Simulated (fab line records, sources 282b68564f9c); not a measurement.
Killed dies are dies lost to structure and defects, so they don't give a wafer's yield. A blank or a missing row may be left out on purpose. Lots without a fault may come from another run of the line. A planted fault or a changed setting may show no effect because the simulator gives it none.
fab line records | flow rit_cmos
record lots=5 wafers=14 last_day=8
route steps=202 shown PSD@150 SDANNEAL@153 NSD@158 PLDD@159 NLDD@160 SILICIDE@161 M1@202
lots that met no fault: from a run of the same line without faults
start_h: hours from the record's first day to the start of the lot's first wafer shown | wait_h: hours since the lot's step before | " the same as in the row above | L1.1+2: a row that stands for several wafers | - no value, or no start given | * or withheld: withheld | < > ~ a bound
route shown NAME@n: a module of which the file shows steps, and the number in the route of the first | usual: mean/standard deviation of fault-free wafers | same: alike in all rows | chamber/n: place in a boat | sites: the reading at each site | _std_site: their standard deviation | _edge_site: outer sites' mean less inner sites' | radius_mm: how far each site lies from the wafer's centre | mask NAME#n: copy n | behind: the tool/chamber that last shaped the wafer | hold: why the lot was held/for how many hours/how that ended | device: the transistor (n, p or np) that didn't switch | end of line: the same wafers' tests at the end of the route | a step without rows: its recipe alone | killed: dies lost to structure and defects at the first sort, not the wafer's yield | map: a wafer's dies, x killed, . not, _ none there
set.NAME: the setting as run; set.NAME@STEP: as run at that earlier step | model.NAME: the simulator's own value behind a step, which no gauge read
lots at some steps of the route; a table a step, a row a wafer
services: from which hour (start_h, from the record's first day; less than 0 if before it) a tool's chamber was out of use, for how many hours, and why
## steps
# step RIT_PSD_IMPLANT_08
# recipe species=BF2 energy_kev=27 dose_cm2=5e+15 tilt_deg=7
# step RIT_PSD_STRIP_09
# recipe chemistry=O2 time_s=180 resist=NOVOLAK platen_temp_c=withheld power_w=500 pressure_mtorr=4000 o2_flow_sccm=4000
# usual chamber_pressure_mTorr=3999/3.6 drypump_motor_current_A=6.0/0.42
# columns lot.wafer tool chamber start_h wait_h chamber_pressure_mTorr drypump_motor_current_A rf_hours_counter_h
L389.2 plasma_asher-03 1 63.69 0.1 3998 6.4 41
L389.5 " 1 " " 4002 6.4 -
L389.6 " 0 " " 4003 5.6 -
L392.3 plasma_asher-04 0 80.65 0.1 4001 6.3 -
L392.4 " 1 " " 3995 6.1 -
L392.6 " 0 " " 3996 6.3 -
L393.1 plasma_asher-04 1 84.84 0.1 3999 6.0 44
L393.3 " 1 " " 4002 6.0 -
L407.4 plasma_asher-03 1 148.44 0.1 4000 6.4 -
L407.5 " 1 " " 4001 6.4 -
L407.6 " 0 " " 4006 5.5 -
L409.1 plasma_asher-02 0 171.94 0.1 4003 6.6 50
L409.3 " 0 " " 3999 6.6 -
L409.6 " 0 " " 3998 6.6 -
# step RIT_PSD_TW_MEAS_10
# usual PSD_TW=3415/29
# columns lot.wafer tool chamber start_h wait_h PSD_TW
L389.2 film_metro-04 - 63.87 0.1 3426
L389.5 " - " " 3391
L389.6 " - " " 3391
L392.3 film_metro-04 - 80.78 0.1 3431
L392.4 " - " " 3415
L392.6 " - " " 3414
L393.1 film_metro-01 - 85.02 0.1 3442
L393.3 " - " " 3448
L407.4 film_metro-01 - 148.59 0.1 3438
L407.5 " - " " 3433
L407.6 " - " " 3441
L409.1 film_metro-04 - 172.11 0.1 3419
L409.3 " - " " 3422
L409.6 " - " " 3420
# step RIT_SDANNEAL_CLEAN_00
# recipe chemistry=SC1 mix=3:3:50 time_s=600 temp_c=75
# step RIT_SDANNEAL_CLEAN_01
# recipe chemistry=dHF dilution=50:1 time_s=30
# step RIT_SDANNEAL_CLEAN_02
# recipe chemistry=SC2 mix=3:3:50 time_s=600 temp_c=75 dry=n2_spin
# step RIT_SDANNEAL_RTA_03
# recipe temp_c=1050 time_s=5 idle_temp_c=600 ramp_up_c_per_s=342 ramp_down_c_per_s=171 cool_to_c=600 ambient=N2
# usual ramp_up_c_per_s=342.00/0.068 wafer_temp_C_max=1053.5/1
# columns lot.wafer tool chamber start_h wait_h ramp_up_c_per_s wafer_temp_C_max
L389.2 rtp_anneal-01 0 64.30 0.0 341.98 1052.2
L389.5 " 0 " " 342.08 1052.4
L389.6 " 0 " " 341.85 1053.3
L392.3 rtp_anneal-02 0 81.21 0.0 342.00 1053.7
L392.4 " 0 " " 342.00 1053.6
L392.6 " 0 " " 342.09 1053.0
L393.1 rtp_anneal-01 0 85.44 0.0 341.95 1052.9
L393.3 " 0 " " 341.93 1053.1
L407.4 rtp_anneal-02 0 149.06 0.0 342.04 1053.6
L407.5 " 0 " " 341.82 1052.9
L407.6 " 0 " " 341.94 1053.4
L409.1 rtp_anneal-02 0 172.62 0.0 341.96 1056.4
L409.3 " 0 " " 342.09 1053.9
L409.6 " 0 " " 342.01 1052.8
# step RIT_SDANNEAL_RS_MEAS_04
# recipe thk_meas_gauge=four-point-probe
# usual PSD_RS=116.0/0.37
# columns lot.wafer tool chamber start_h wait_h PSD_RS[ohm/sq]
L389.2 film_metro-02 - 64.37 0.1 116.8
L389.5 " - " " 116.4
L389.6 " - " " 116.6
L392.3 film_metro-04 - 81.29 0.1 116.2
L392.4 " - " " 116.0
L392.6 " - " " 115.8
L393.1 film_metro-02 - 85.50 0.0 115.6
L393.3 " - " " 115.8
L407.4 film_metro-02 - 149.15 0.1 115.4
L407.5 " - " " 115.4
L407.6 " - " " 115.3
L409.1 film_metro-01 - 172.68 0.0 115.6
L409.3 " - " " 115.7
L409.6 " - " " 116.0
# step RIT_SDANNEAL_RS_MEAS_05
# recipe thk_meas_gauge=four-point-probe
# usual NSD_RS=84.5/0.3
# columns lot.wafer tool chamber start_h wait_h NSD_RS[ohm/sq]
L389.2 film_metro-02 - 64.49 0.1 84.0
L389.5 " - " " 84.5
L389.6 " - " " 84.2
L392.3 film_metro-04 - 81.41 0.1 84.5
L392.4 " - " " 84.3
L392.6 " - " " 84.5
L393.1 film_metro-02 - 85.62 0.1 84.3
L393.3 " - " " 84.4
L407.4 film_metro-02 - 149.27 0.1 84.3
L407.5 " - " " 84.3
L407.6 " - " " 84.2
L409.1 film_metro-01 - 172.80 0.1 84.2
L409.3 " - " " 83.8
L409.6 " - " " 84.5
# step RIT_SDANNEAL_RS_MEAS_06
# recipe thk_meas_gauge=four-point-probe
# usual PLDD_RS=178.8/0.48
# columns lot.wafer tool chamber start_h wait_h PLDD_RS[ohm/sq]
L389.2 film_metro-02 - 64.61 0.1 178.7
L389.5 " - " " 178.8
L389.6 " - " " 178.5
L392.3 film_metro-04 - 81.53 0.1 178.7
L392.4 " - " " 178.8
L392.6 " - " " 178.7
L393.1 film_metro-02 - 85.74 0.1 178.3
L393.3 " - " " 179.0
L407.4 film_metro-02 - 149.39 0.1 179.3
L407.5 " - " " 178.8
L407.6 " - " " 178.8
L409.1 film_metro-01 - 172.92 0.1 178.7
L409.3 " - " " 178.8
L409.6 " - " " 178.9
# step RIT_SDANNEAL_RS_MEAS_07
# recipe thk_meas_gauge=four-point-probe
# usual NLDD_RS=151.7/0.47
# columns lot.wafer tool chamber start_h wait_h NLDD_RS[ohm/sq]
L389.2 film_metro-02 - 64.73 0.1 151.3
L389.5 " - " " 151.5
L389.6 " - " " 151.2
L392.3 film_metro-04 - 81.65 0.1 151.8
L392.4 " - " " 152.2
L392.6 " - " " 152.1
L393.1 film_metro-02 - 85.86 0.1 152.1
L393.3 " - " " 151.9
L407.4 film_metro-02 - 149.51 0.1 151.1
L407.5 " - " " 150.5
L407.6 " - " " 151.1
L409.1 film_metro-01 - 173.04 0.1 152.2
L409.3 " - " " 152.1
L409.6 " - " " 152.4
# step RIT_SILICIDE_WET_ETCH_00
# recipe chemistry=BOE target=SiO2 target_depth_nm=14 time_s=15 dry=n2_spin dilution=10:1 temp_c=21.5
# step RIT_SILICIDE_SPUTTER_01
# recipe material=Ti target_thk_nm=30 power_w=350 chamber_pressure_pa=0.667 gas=Ar time_s=240 substrate_temp_c=25
# usual cathode_dc_power_W=349.99/0.068 throttle_valve_pct=29.8/1
# columns lot.wafer tool chamber start_h wait_h cathode_dc_power_W throttle_valve_pct model.Ti_of_SILICIDE_SPUTTER_01.thk_nm
L389.2 pvd_sputter-03 - 64.84 0.0 349.99 31.0 29.37
L389.5 " - " " 350.10 30.9 29.49
L389.6 " - " " 350.10 30.8 30.03
L392.3 pvd_sputter-04 - 81.74 0.0 350.09 30.4 29.71
L392.4 " - " " 350.00 28.0 30.35
L392.6 " - " " 350.00 28.1 30.16
L393.1 pvd_sputter-02 - 86.01 0.0 327.49 29.2 27.85
L393.3 " - " " 349.92 28.9 29.37
L407.4 pvd_sputter-02 - 149.59 0.0 349.95 29.8 29.65
L407.5 " - " " 350.10 30.2 29.72
L407.6 " - " " 349.93 29.4 29.81
L409.1 pvd_sputter-04 - 173.17 0.0 350.04 30.4 30.27
L409.3 " - " " 350.01 29.4 29.86
L409.6 " - " " 350.00 30.5 30.16
# step RIT_SILICIDE_RS_MEAS_02
# recipe thk_meas_gauge=four-point-probe reads=Ti_of_SILICIDE_SPUTTER_01
# usual SILICIDE_TI_RS=48.1/0.58
# columns lot.wafer tool chamber start_h wait_h hold SILICIDE_TI_RS[ohm/sq]
L389.2 film_metro-02 - 65.01 0.1 - 49.2
L389.5 " - " " - 49.0
L389.6 " - " " - 47.8
L392.3 film_metro-02 - 81.93 0.1 - 48.5
L392.4 " - " " - 47.2
L392.6 " - " " - 47.5
L393.1 film_metro-04 - 86.16 0.1 await_dispo/0.2h/release 52.6
L393.3 " - " " await_dispo/0.2h/release 49.2
L393.1 film_metro-04 - 86.44 0.3 - 53.1
L393.3 " - " " - 49.7
L407.4 film_metro-03 - 149.80 0.1 - 48.6
L407.5 " - " " - 48.4
L407.6 " - " " - 48.2
L409.1 film_metro-04 - 173.32 0.1 - 47.4
L409.3 " - " " - 48.2
L409.6 " - " " - 47.6
# step RIT_SILICIDE_THK_MEAS_03
# recipe thk_meas_gauge=xrf reads=Ti_of_SILICIDE_SPUTTER_01
# usual SILICIDE_TI_THK=30.0/0.32
# columns lot.wafer tool chamber start_h wait_h hold SILICIDE_TI_THK[nm]
L389.2 film_metro-02 - 65.12 0.1 - 29.8
L389.5 " - " " - 29.8
L389.6 " - " " - 30.3
L392.3 film_metro-02 - 82.03 0.1 - 30.1
L392.4 " - " " - 30.6
L392.6 " - " " - 30.5
L393.1 film_metro-04 - 91.18 4.7 await_dispo/0.2h/release 27.8
L393.3 " - " " await_dispo/0.2h/release 29.3
L393.1 film_metro-04 - 91.41 0.2 - 28.0
L393.3 " - " " - 29.4
L407.4 film_metro-03 - 149.89 0.1 - 29.5
L407.5 " - " " - 29.6
L407.6 " - " " - 29.8
L409.1 film_metro-04 - 173.44 0.1 - 30.3
L409.3 " - " " - 29.9
L409.6 " - " " - 30.2
# step RIT_SILICIDE_RTA_04
# recipe temp_c=650 time_s=10 idle_temp_c=25 ramp_up_s=5 ramp_down_s=5 cool_to_c=25 ambient=N2
# usual wafer_temp_C_max=653.5/0.68
# columns lot.wafer tool chamber start_h wait_h hold wafer_temp_C_max
L389.2 rtp_anneal-02 0 65.18 0.1 - 654.0
L389.5 " 0 " " - 655.9
L389.6 " 0 " " - 654.2
L392.3 rtp_anneal-01 0 82.09 0.1 - 654.0
L392.4 " 0 " " - 653.5
L392.6 " 0 " " - 653.9
L393.1 rtp_anneal-02 0 94.09 2.7 await_dispo/2.6h/release 652.7
L393.3 " 0 " " await_dispo/2.6h/release 654.0
L407.4 rtp_anneal-01 0 149.95 0.1 - 653.0
L407.5 " 0 " " - 653.1
L407.6 " 0 " " - 653.8
L409.1 rtp_anneal-01 0 173.50 0.1 - 653.6
L409.3 " 0 " " - 653.6
L409.6 " 0 " " - 653.3
# step RIT_M1_PROBE_99
# usual killed_at_contacts=0.1/0.23 killed_at_front_end=6.2/2.8 killed_dies=6.3/2.7 killed_open=3.1/2 killed_short=3.2/1.8
# same gross_dies=264 killed_at_M0_to_M3=0 killed_at_M4_up=0 killed_at_back_side=0 killed_at_other=0
# columns lot.wafer tool chamber start_h wait_h killed_at_contacts killed_at_front_end killed_dies killed_open killed_short
L392.3 prober-02 - 88.76 0.2 0 8 8 3 5
L392.4 prober-02 - 88.81 0.2 0 5 5 3 2
L392.6 prober-02 - 88.91 0.2 0 4 4 1 3
L393.1 prober-01 - 104.13 0.1 0 6 6 5 1
L393.3 prober-01 - 104.23 0.2 0 7 7 3 4
L409.1 prober-01 - 181.40 0.1 0 4 4 2 2
L409.3 prober-01 - 181.50 0.2 0 7 7 2 5
L409.6 prober-01 - 181.65 0.2 0 9 9 5 4
# killed by level:class
L392.3 GATE:geometric_particle:short=3 FOX1:geometric_particle:short=2 FOX1:geometric_particle:open=1 FOX2:geometric_particle:open=1 REOX:geometric_particle:open=1
L392.4 GATE:geometric_particle:open=2 FOX1:geometric_particle:open=1 FOX2:geometric_particle:short=1 GATE:geometric_particle:short=1
L392.6 FOX2:geometric_particle:short=1 GATE:geometric_particle:open=1 GATE:geometric_particle:short=1 REOX:geometric_particle:short=1
L393.1 FOX2:geometric_particle:open=2 GATE:geometric_particle:open=2 SPACER:geometric_particle:open=1 SILICIDE:geometric_particle:short=1
L393.3 SILICIDE:geometric_particle:open=2 FOX1:geometric_particle:short=1 FOX2:geometric_particle:short=1 SILICIDE:geometric_particle:short=1 GATE:geometric_particle:open=1 SPACER:geometric_particle:short=1
L409.1 FOX1:geometric_particle:short=1 GATE:geometric_particle:open=1 REOX:geometric_particle:open=1 SPACER:geometric_particle:short=1
L409.3 GATE:geometric_particle:short=2 FOX1:geometric_particle:short=1 FOX2:geometric_particle:open=1 REOX:geometric_particle:open=1 REOX:geometric_particle:short=1 STARTING-WAFER:geometric_particle:short=1
L409.6 GATE:geometric_particle:short=3 FOX2:geometric_particle:open=1 FOX2:geometric_particle:short=1 GATE:geometric_particle:open=1 REOX:geometric_particle:open=1 SPACER:geometric_particle:open=1 SILICIDE:geometric_particle:open=1
## services
# columns tool chamber start_h hours kind
plasma_asher-04 - 45.85 1.2 repair
pvd_sputter-03 - 72.33 36.9 repair
plasma_asher-04 - 108.75 9.0 pm
plasma_asher-04 0 108.75 9.0 vent_cycle
plasma_asher-04 1 108.75 9.0 vent_cycle
plasma_asher-04 0 117.75 - clean
plasma_asher-04 1 117.75 - clean
pvd_sputter-02 - 123.28 3.5 repair
## key
first_sign step=RIT_SILICIDE_SPUTTER_01 reading=cathode_dc_power_W direction=down sigmas=99+ usual=349.99 struck=327.49
effect step=RIT_SILICIDE_RS_MEAS_02 reading=visit direction=added
effect step=RIT_SILICIDE_RS_MEAS_02 reading=SILICIDE_TI_RS direction=up sigmas=7.7 usual=48.1 struck=52.6
effect step=RIT_SILICIDE_THK_MEAS_03 reading=visit direction=added
effect step=RIT_SILICIDE_THK_MEAS_03 reading=SILICIDE_TI_THK direction=down sigmas=6.8 usual=30.0 struck=27.8
model_effect step=RIT_SILICIDE_SPUTTER_01 value=Ti_of_SILICIDE_SPUTTER_01.thk_nm without=29.78 struck=27.85
met_at RIT_SILICIDE_SPUTTER_01
struck_wafers L393.1
tester_left_out L393
fault kind=process_parameter_drift tool=pvd_sputter-02 chamber=- onset_h=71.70 steps=RIT_SILICIDE_SPUTTER_01 channel=power_w offset=-22.53 shape=step end_h=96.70 stated=350 scope=struck_wafers_only
# tester_left_out: of these lots the tester's yield and bins aren't shown, on N5 and GAA mostly nor the transistor test; their killed dies are dies lost to structure and defects alone, not to doping, threshold or leakage, so they don't give the yield
